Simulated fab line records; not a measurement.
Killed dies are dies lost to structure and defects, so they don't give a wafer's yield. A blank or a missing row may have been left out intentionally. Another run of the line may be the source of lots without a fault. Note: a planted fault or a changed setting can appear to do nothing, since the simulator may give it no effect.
Which tool is to blame? || flow berkeleyCmos170 || 42 wafers from 14 lots sampled at 6 of the route's 331 steps

WHAT EACH GAUGE READ, for each wafer
UCB170_M1_RS_MEAS_01: the measuring method here is four-point-probe.
{"lot": "L510", "measured": "day 8 10:08", "on": "filmMetro-04", "M1_AL_RS (ohm/sq)": "0.0497 0.0495 0.0496"}
{"lot": "L511", "measured": "day 8 18:37", "on": "filmMetro-01", "M1_AL_RS (ohm/sq)": "0.0496 0.0495 0.0493"}
{"lot": "L512", "measured": "day 8 18:47", "on": "filmMetro-04", "M1_AL_RS (ohm/sq)": "0.0481 0.0481 0.0483"}
{"lot": "L513", "measured": "day 9 03:14", "on": "filmMetro-01", "M1_AL_RS (ohm/sq)": "0.0486 0.0491 0.0488"}
{"lot": "L518", "measured": "day 10 04:58", "on": "filmMetro-04", "M1_AL_RS (ohm/sq)": "0.0485 0.0486 0.0484"}
{"lot": "L519", "measured": "day 10 15:34", "on": "filmMetro-04", "M1_AL_RS (ohm/sq)": "0.0484 0.0482 0.0482"}
{"lot": "L521", "measured": "day 11 08:53", "on": "filmMetro-02", "M1_AL_RS (ohm/sq)": "0.0479 0.0488 0.0481"}
{"lot": "L523", "measured": "day 11 09:18", "on": "filmMetro-04", "M1_AL_RS (ohm/sq)": "0.0491 0.0486 0.0479"}
{"lot": "L525", "measured": "day 11 19:37", "on": "filmMetro-02", "M1_AL_RS (ohm/sq)": "0.0490 0.0491 0.0488"}
{"lot": "L524", "measured": "day 11 20:19", "on": "filmMetro-02", "M1_AL_RS (ohm/sq)": "0.0480 0.0473 0.0485"}
{"lot": "L527", "measured": "day 12 07:36", "on": "filmMetro-04", "M1_AL_RS (ohm/sq)": "0.0493 0.0487 0.0488"}
{"lot": "L528", "measured": "day 13 00:34", "on": "filmMetro-04", "M1_AL_RS (ohm/sq)": "0.0487 0.0489 0.0496"}
{"lot": "L529", "measured": "day 13 02:00", "on": "filmMetro-01", "M1_AL_RS (ohm/sq)": "0.0499 0.0494 0.0492"}
{"lot": "L531", "measured": "day 13 13:49", "on": "filmMetro-01", "M1_AL_RS (ohm/sq)": "0.0501 0.0493 0.0496"}

UCB170_M1_THK_MEAS_02: measures by xrf.
{"lot": "L510", "measured": "day 8 10:14", "on": "filmMetro-04", "M1_AL_THK (nm)": "581 584 579"}
{"lot": "L511", "measured": "day 8 18:44", "on": "filmMetro-01", "M1_AL_THK (nm)": "578 582 582"}
{"lot": "L512", "measured": "day 8 18:54", "on": "filmMetro-04", "M1_AL_THK (nm)": "599 596 597"}
{"lot": "L513", "measured": "day 9 03:21", "on": "filmMetro-01", "M1_AL_THK (nm)": "596 588 596"}
{"lot": "L518", "measured": "day 10 05:05", "on": "filmMetro-04", "M1_AL_THK (nm)": "591 592 591"}
{"lot": "L519", "measured": "day 10 15:41", "on": "filmMetro-04", "M1_AL_THK (nm)": "591 594 595"}
{"lot": "L521", "measured": "day 11 09:01", "on": "filmMetro-02", "M1_AL_THK (nm)": "604 594 601"}
{"lot": "L523", "measured": "day 11 09:25", "on": "filmMetro-04", "M1_AL_THK (nm)": "583 594 597"}
{"lot": "L525", "measured": "day 11 19:44", "on": "filmMetro-02", "M1_AL_THK (nm)": "592 591 591"}
{"lot": "L524", "measured": "day 11 20:26", "on": "filmMetro-02", "M1_AL_THK (nm)": "606 610 592"}
{"lot": "L527", "measured": "day 12 07:43", "on": "filmMetro-04", "M1_AL_THK (nm)": "580 587 585"}
{"lot": "L528", "measured": "day 13 00:41", "on": "filmMetro-04", "M1_AL_THK (nm)": "590 592 577"}
{"lot": "L529", "measured": "day 13 02:07", "on": "filmMetro-01", "M1_AL_THK (nm)": "579 585 585"}
{"lot": "L531", "measured": "day 13 13:56", "on": "filmMetro-01", "M1_AL_THK (nm)": "578 585 580"}

UCB170_M1_CD_MEAS_90: the cd target is 700 nm.
{"lot": "L510", "measured": "day 8 11:35", "on": "cdSem-01", "cdNm (nm)": "691 691 700"}
{"lot": "L511", "measured": "day 8 20:06", "on": "cdSem-02", "cdNm (nm)": "702 701 701"}
{"lot": "L512", "measured": "day 8 20:21", "on": "cdSem-01", "cdNm (nm)": "692 699 697"}
{"lot": "L513", "measured": "day 9 05:23", "on": "cdSem-01", "cdNm (nm)": "700 691 700"}
{"lot": "L518", "measured": "day 10 06:43", "on": "cdSem-02", "cdNm (nm)": "702 703 701"}
{"lot": "L519", "measured": "day 10 17:08", "on": "cdSem-01", "cdNm (nm)": "- - -"}
{"lot": "L521", "measured": "day 11 10:41", "on": "cdSem-02", "cdNm (nm)": "- - -"}
{"lot": "L523", "measured": "day 11 11:18", "on": "cdSem-02", "cdNm (nm)": "- - -"}
{"lot": "L525", "measured": "day 11 22:03", "on": "cdSem-01", "cdNm (nm)": "699 704 700"}
{"lot": "L524", "measured": "day 11 22:55", "on": "cdSem-02", "cdNm (nm)": "695 693 700"}
{"lot": "L527", "measured": "day 12 09:11", "on": "cdSem-01", "cdNm (nm)": "703 705 705"}
{"lot": "L528", "measured": "day 13 02:02", "on": "cdSem-01", "cdNm (nm)": "701 697 702"}
{"lot": "L529", "measured": "day 13 03:39", "on": "cdSem-01", "cdNm (nm)": "700 696 692"}
{"lot": "L531", "measured": "day 13 15:24", "on": "cdSem-01", "cdNm (nm)": "705 700 704"}

EACH LOT AND THE TOOL THAT RAN IT (in order: tool; ch and the chambers of the sampled wafers; start)
{"lot": "L510", "UCB170_M1_SPUTTER_00": "pvdSputter-04, day 8 10:02", "UCB170_M1_ETCH_11": "rieDiel-04 ch 0,1, day 8 11:16", "UCB170_M1_METAL_ETCH_12": "rieMetal-01 ch 0,1, day 8 11:22"}
{"lot": "L511", "UCB170_M1_SPUTTER_00": "pvdSputter-03, day 8 18:34", "UCB170_M1_ETCH_11": "rieDiel-01 ch 1,2, day 8 19:48", "UCB170_M1_METAL_ETCH_12": "rieMetal-04 ch 0,1, day 8 19:52"}
{"lot": "L512", "UCB170_M1_SPUTTER_00": "pvdSputter-01, day 8 18:43", "UCB170_M1_ETCH_11": "rieDiel-02 ch 0,2,3, day 8 20:05", "UCB170_M1_METAL_ETCH_12": "rieMetal-03 ch 0,1, day 8 20:07"}
{"lot": "L513", "UCB170_M1_SPUTTER_00": "pvdSputter-04, day 9 03:10", "UCB170_M1_ETCH_11": "rieDiel-04 ch 0,1,2, day 9 05:07", "UCB170_M1_METAL_ETCH_12": "rieMetal-01 ch 0,1, day 9 05:09"}
{"lot": "L518", "UCB170_M1_SPUTTER_00": "pvdSputter-01, day 10 04:54", "UCB170_M1_ETCH_11": "rieDiel-02 ch 0,3, day 10 06:18", "UCB170_M1_METAL_ETCH_12": "rieMetal-04 ch 0, day 10 06:20"}
{"lot": "L519", "UCB170_M1_SPUTTER_00": "pvdSputter-04, day 10 15:30", "UCB170_M1_ETCH_11": "rieDiel-04 ch 2,3, day 10 16:52", "UCB170_M1_METAL_ETCH_12": "rieMetal-01 ch 0,1, day 10 16:54"}
{"lot": "L521", "UCB170_M1_SPUTTER_00": "pvdSputter-03, day 11 08:50", "UCB170_M1_ETCH_11": "rieDiel-01 ch 1,2,3, day 11 10:25", "UCB170_M1_METAL_ETCH_12": "rieMetal-03 ch 0,1, day 11 10:27"}
{"lot": "L523", "UCB170_M1_SPUTTER_00": "pvdSputter-01, day 11 09:13", "UCB170_M1_ETCH_11": "rieDiel-02 ch 1,2,3, day 11 10:58", "UCB170_M1_METAL_ETCH_12": "rieMetal-01 ch 0,1, day 11 11:00"}
{"lot": "L525", "UCB170_M1_SPUTTER_00": "pvdSputter-03, day 11 19:32", "UCB170_M1_ETCH_11": "rieDiel-04 ch 0,3, day 11 21:45", "UCB170_M1_METAL_ETCH_12": "rieMetal-04 ch 0,1, day 11 21:47"}
{"lot": "L524", "UCB170_M1_SPUTTER_00": "pvdSputter-04, day 11 20:15", "UCB170_M1_ETCH_11": "rieDiel-01 ch 0,1, day 11 22:38", "UCB170_M1_METAL_ETCH_12": "rieMetal-03 ch 0,1, day 11 22:41"}
{"lot": "L527", "UCB170_M1_SPUTTER_00": "pvdSputter-03, day 12 07:32", "UCB170_M1_ETCH_11": "rieDiel-02 ch 2,3, day 12 08:54", "UCB170_M1_METAL_ETCH_12": "rieMetal-04 ch 0,1, day 12 08:56"}
{"lot": "L528", "UCB170_M1_SPUTTER_00": "pvdSputter-01, day 13 00:29", "UCB170_M1_ETCH_11": "rieDiel-01 ch 0,1,2, day 13 01:44", "UCB170_M1_METAL_ETCH_12": "rieMetal-04 ch 0,1, day 13 01:46"}
{"lot": "L529", "UCB170_M1_SPUTTER_00": "pvdSputter-03, day 13 01:56", "UCB170_M1_ETCH_11": "rieDiel-02 ch 1,2,3, day 13 03:23", "UCB170_M1_METAL_ETCH_12": "rieMetal-03 ch 0,1, day 13 03:25"}
{"lot": "L531", "UCB170_M1_SPUTTER_00": "pvdSputter-01, day 13 13:45", "UCB170_M1_ETCH_11": "rieDiel-04 ch 0,1,2, day 13 15:07", "UCB170_M1_METAL_ETCH_12": "rieMetal-03 ch 0,1, day 13 15:10"}
- UCB170_M1_SPUTTER_00: material Al, target thk 600 nm, time 80 s.
- UCB170_M1_ETCH_11: etches BARC in N2/H2.
- UCB170_M1_METAL_ETCH_12: etches Al in Cl2/BCl3, stops on PSG, target depth 780 nm, time 130 s.

WHAT THE TOOLS THEMSELVES READ (means of the sampled wafers that have a number; where no wafer has one, the mark that the record gives instead)
UCB170_M1_SPUTTER_00.
{"lot": "L510", "tool": "pvdSputter-04", "throttleValvePct (%)": 30.4}
{"lot": "L511", "tool": "pvdSputter-03", "throttleValvePct (%)": 29.8}
{"lot": "L512", "tool": "pvdSputter-01", "throttleValvePct (%)": 30.2}
{"lot": "L513", "tool": "pvdSputter-04", "throttleValvePct (%)": 29.6}
{"lot": "L518", "tool": "pvdSputter-01", "throttleValvePct (%)": 30.0}
{"lot": "L519", "tool": "pvdSputter-04", "throttleValvePct (%)": 29.3}
{"lot": "L521", "tool": "pvdSputter-03", "throttleValvePct (%)": 29.8}
{"lot": "L523", "tool": "pvdSputter-01", "throttleValvePct (%)": 29.9}
{"lot": "L525", "tool": "pvdSputter-03", "throttleValvePct (%)": 29.6}
{"lot": "L524", "tool": "pvdSputter-04", "throttleValvePct (%)": 29.5}
{"lot": "L527", "tool": "pvdSputter-03", "throttleValvePct (%)": 31.4}
{"lot": "L528", "tool": "pvdSputter-01", "throttleValvePct (%)": 30.4}
{"lot": "L529", "tool": "pvdSputter-03", "throttleValvePct (%)": 30.4}
{"lot": "L531", "tool": "pvdSputter-01", "throttleValvePct (%)": 29.9}

UCB170_M1_ETCH_11.
{"lot": "L510", "tool": "rieDiel-04", "biasW (W)": 99.98, "chamberPressureMTorr (mTorr)": 31.22, "drypumpMotorCurrentA (A)": 5.9, "oesProductAu (a.u.)": 1.005, "rfFwdPowerW (W)": 496.5, "throttleValvePct (%)": 12.85}
{"lot": "L511", "tool": "rieDiel-01", "biasW (W)": 100.34, "chamberPressureMTorr (mTorr)": 31.39, "drypumpMotorCurrentA (A)": 5.3, "oesProductAu (a.u.)": 0.983, "rfFwdPowerW (W)": 494.3, "throttleValvePct (%)": 12.77}
{"lot": "L512", "tool": "rieDiel-02", "biasW (W)": 100.25, "chamberPressureMTorr (mTorr)": 31.24, "drypumpMotorCurrentA (A)": 5.4, "oesProductAu (a.u.)": 1.022, "rfFwdPowerW (W)": 492.9, "throttleValvePct (%)": 12.99}
{"lot": "L513", "tool": "rieDiel-04", "biasW (W)": 99.78, "chamberPressureMTorr (mTorr)": 31.24, "drypumpMotorCurrentA (A)": 5.8, "oesProductAu (a.u.)": 1.002, "rfFwdPowerW (W)": 498.3, "throttleValvePct (%)": 12.89}
{"lot": "L518", "tool": "rieDiel-02", "biasW (W)": 100.00, "chamberPressureMTorr (mTorr)": 31.24, "drypumpMotorCurrentA (A)": 5.4, "oesProductAu (a.u.)": 1.019, "rfFwdPowerW (W)": 493.8, "throttleValvePct (%)": 12.96}
{"lot": "L519", "tool": "rieDiel-04", "biasW (W)": "-", "chamberPressureMTorr (mTorr)": "-", "drypumpMotorCurrentA (A)": "-", "oesProductAu (a.u.)": "-", "rfFwdPowerW (W)": "-", "throttleValvePct (%)": "-"}
{"lot": "L521", "tool": "rieDiel-01", "biasW (W)": "-", "chamberPressureMTorr (mTorr)": "-", "drypumpMotorCurrentA (A)": "-", "oesProductAu (a.u.)": "-", "rfFwdPowerW (W)": "-", "throttleValvePct (%)": "-"}
{"lot": "L523", "tool": "rieDiel-02", "biasW (W)": "-", "chamberPressureMTorr (mTorr)": "-", "drypumpMotorCurrentA (A)": "-", "oesProductAu (a.u.)": "-", "rfFwdPowerW (W)": "-", "throttleValvePct (%)": "-"}
{"lot": "L525", "tool": "rieDiel-04", "biasW (W)": 100.22, "chamberPressureMTorr (mTorr)": 31.21, "drypumpMotorCurrentA (A)": 5.7, "oesProductAu (a.u.)": 0.999, "rfFwdPowerW (W)": 493.5, "throttleValvePct (%)": 12.95}
{"lot": "L524", "tool": "rieDiel-01", "biasW (W)": 100.05, "chamberPressureMTorr (mTorr)": 31.23, "drypumpMotorCurrentA (A)": 6.1, "oesProductAu (a.u.)": 0.955, "rfFwdPowerW (W)": 492.4, "throttleValvePct (%)": 12.92}
{"lot": "L527", "tool": "rieDiel-02", "biasW (W)": 100.08, "chamberPressureMTorr (mTorr)": 31.20, "drypumpMotorCurrentA (A)": 5.2, "oesProductAu (a.u.)": 1.024, "rfFwdPowerW (W)": 493.6, "throttleValvePct (%)": 12.95}
{"lot": "L528", "tool": "rieDiel-01", "biasW (W)": 99.91, "chamberPressureMTorr (mTorr)": 31.22, "drypumpMotorCurrentA (A)": 5.7, "oesProductAu (a.u.)": 0.964, "rfFwdPowerW (W)": 495.3, "throttleValvePct (%)": 12.85}
{"lot": "L529", "tool": "rieDiel-02", "biasW (W)": 99.74, "chamberPressureMTorr (mTorr)": 31.22, "drypumpMotorCurrentA (A)": 5.4, "oesProductAu (a.u.)": 1.016, "rfFwdPowerW (W)": 494.4, "throttleValvePct (%)": 13.09}
{"lot": "L531", "tool": "rieDiel-04", "biasW (W)": 100.32, "chamberPressureMTorr (mTorr)": 31.24, "drypumpMotorCurrentA (A)": 5.8, "oesProductAu (a.u.)": 1.002, "rfFwdPowerW (W)": 496.7, "throttleValvePct (%)": 12.90}

UCB170_M1_METAL_ETCH_12.
{"lot": "L510", "tool": "rieMetal-01", "bcl3FlowSccm (sccm)": 44.89, "biasW (W)": 119.9, "chamberPressureMTorr (mTorr)": 12.006, "drypumpMotorCurrentA (A)": 5.8, "oesProductAu (a.u.)": 0.853, "rfFwdPowerW (W)": 597.6, "throttleValvePct (%)": 24.52}
{"lot": "L511", "tool": "rieMetal-04", "bcl3FlowSccm (sccm)": 44.99, "biasW (W)": 119.9, "chamberPressureMTorr (mTorr)": 12.007, "drypumpMotorCurrentA (A)": 5.4, "oesProductAu (a.u.)": 0.847, "rfFwdPowerW (W)": 598.8, "throttleValvePct (%)": 24.40}
{"lot": "L512", "tool": "rieMetal-03", "bcl3FlowSccm (sccm)": 44.91, "biasW (W)": 119.6, "chamberPressureMTorr (mTorr)": 12.006, "drypumpMotorCurrentA (A)": 5.6, "oesProductAu (a.u.)": 0.869, "rfFwdPowerW (W)": 595.6, "throttleValvePct (%)": 24.46}
{"lot": "L513", "tool": "rieMetal-01", "bcl3FlowSccm (sccm)": 45.08, "biasW (W)": 120.0, "chamberPressureMTorr (mTorr)": 12.002, "drypumpMotorCurrentA (A)": 5.8, "oesProductAu (a.u.)": 0.860, "rfFwdPowerW (W)": 596.4, "throttleValvePct (%)": 24.47}
{"lot": "L518", "tool": "rieMetal-04", "bcl3FlowSccm (sccm)": 45.08, "biasW (W)": 119.9, "chamberPressureMTorr (mTorr)": 11.991, "drypumpMotorCurrentA (A)": 5.1, "oesProductAu (a.u.)": 0.862, "rfFwdPowerW (W)": 600.6, "throttleValvePct (%)": 24.43}
{"lot": "L519", "tool": "rieMetal-01", "bcl3FlowSccm (sccm)": 44.88, "biasW (W)": 120.3, "chamberPressureMTorr (mTorr)": 12.003, "drypumpMotorCurrentA (A)": 5.8, "oesProductAu (a.u.)": 0.378, "rfFwdPowerW (W)": 597.4, "throttleValvePct (%)": 24.74}
{"lot": "L521", "tool": "rieMetal-03", "bcl3FlowSccm (sccm)": 45.15, "biasW (W)": 120.4, "chamberPressureMTorr (mTorr)": 11.998, "drypumpMotorCurrentA (A)": 5.6, "oesProductAu (a.u.)": 0.385, "rfFwdPowerW (W)": 596.3, "throttleValvePct (%)": 24.69}
{"lot": "L523", "tool": "rieMetal-01", "bcl3FlowSccm (sccm)": 45.10, "biasW (W)": 120.3, "chamberPressureMTorr (mTorr)": 11.999, "drypumpMotorCurrentA (A)": 5.8, "oesProductAu (a.u.)": 0.380, "rfFwdPowerW (W)": 595.3, "throttleValvePct (%)": 24.73}
{"lot": "L525", "tool": "rieMetal-04", "bcl3FlowSccm (sccm)": 45.14, "biasW (W)": 120.0, "chamberPressureMTorr (mTorr)": 12.001, "drypumpMotorCurrentA (A)": 5.7, "oesProductAu (a.u.)": 0.854, "rfFwdPowerW (W)": 597.4, "throttleValvePct (%)": 24.38}
{"lot": "L524", "tool": "rieMetal-03", "bcl3FlowSccm (sccm)": 45.01, "biasW (W)": 120.0, "chamberPressureMTorr (mTorr)": 11.995, "drypumpMotorCurrentA (A)": 5.5, "oesProductAu (a.u.)": 0.869, "rfFwdPowerW (W)": 595.3, "throttleValvePct (%)": 24.42}
{"lot": "L527", "tool": "rieMetal-04", "bcl3FlowSccm (sccm)": 44.81, "biasW (W)": 119.7, "chamberPressureMTorr (mTorr)": 12.009, "drypumpMotorCurrentA (A)": 5.4, "oesProductAu (a.u.)": 0.854, "rfFwdPowerW (W)": 595.9, "throttleValvePct (%)": 24.40}
{"lot": "L528", "tool": "rieMetal-04", "bcl3FlowSccm (sccm)": 45.00, "biasW (W)": 120.2, "chamberPressureMTorr (mTorr)": 11.999, "drypumpMotorCurrentA (A)": 5.7, "oesProductAu (a.u.)": 0.855, "rfFwdPowerW (W)": 598.8, "throttleValvePct (%)": 24.37}
{"lot": "L529", "tool": "rieMetal-03", "bcl3FlowSccm (sccm)": 45.05, "biasW (W)": 120.1, "chamberPressureMTorr (mTorr)": 12.001, "drypumpMotorCurrentA (A)": 5.5, "oesProductAu (a.u.)": 0.853, "rfFwdPowerW (W)": 596.2, "throttleValvePct (%)": 24.44}
{"lot": "L531", "tool": "rieMetal-03", "bcl3FlowSccm (sccm)": 44.86, "biasW (W)": 120.0, "chamberPressureMTorr (mTorr)": 12.006, "drypumpMotorCurrentA (A)": 5.6, "oesProductAu (a.u.)": 0.856, "rfFwdPowerW (W)": 597.0, "throttleValvePct (%)": 24.48}

THE ANSWER, worked out from the rows above alone
Rule: the usual values come from the lots themselves. Put in order of their means at a reading, lots are off if they are a third of the lots or fewer, leave a main group of 4 or more, and stand apart from it by a gap of 3 or more times the standard deviation of the main group's means; of several such gaps the widest counts. A main group is skipped when, at the precision printed for the reading in the tables above, its means are all equal. A lot without any number at a reading at which 4 lots or more have one is off too. Any other lot the step has rows for is counted as sound. Order of review: gauges by route order, followed by the tools' own readings, for which a lot's mean as printed above is used. The first step at which some lot is off is used, and at that step the reading that is off furthest; a lot without a number counts as furthest.
Off: L519, L521, L523, at UCB170_M1_CD_MEAS_90 (cdNm). Without a number there: L519, L521, L523. The main group: mean 699 nm, standard deviation 3.3.
A tool fits if, at a process step before that reading, it ran every lot that is off, and no sound lot after the first of them. The gauges at UCB170_M1_CD_MEAS_90 aren't tried: what is off there is off at UCB170_M1_ETCH_11 too, on other tools, and a gauge's error can't cause that. None of those tried fits.

WHAT THE SIMULATOR HAD PUT IN
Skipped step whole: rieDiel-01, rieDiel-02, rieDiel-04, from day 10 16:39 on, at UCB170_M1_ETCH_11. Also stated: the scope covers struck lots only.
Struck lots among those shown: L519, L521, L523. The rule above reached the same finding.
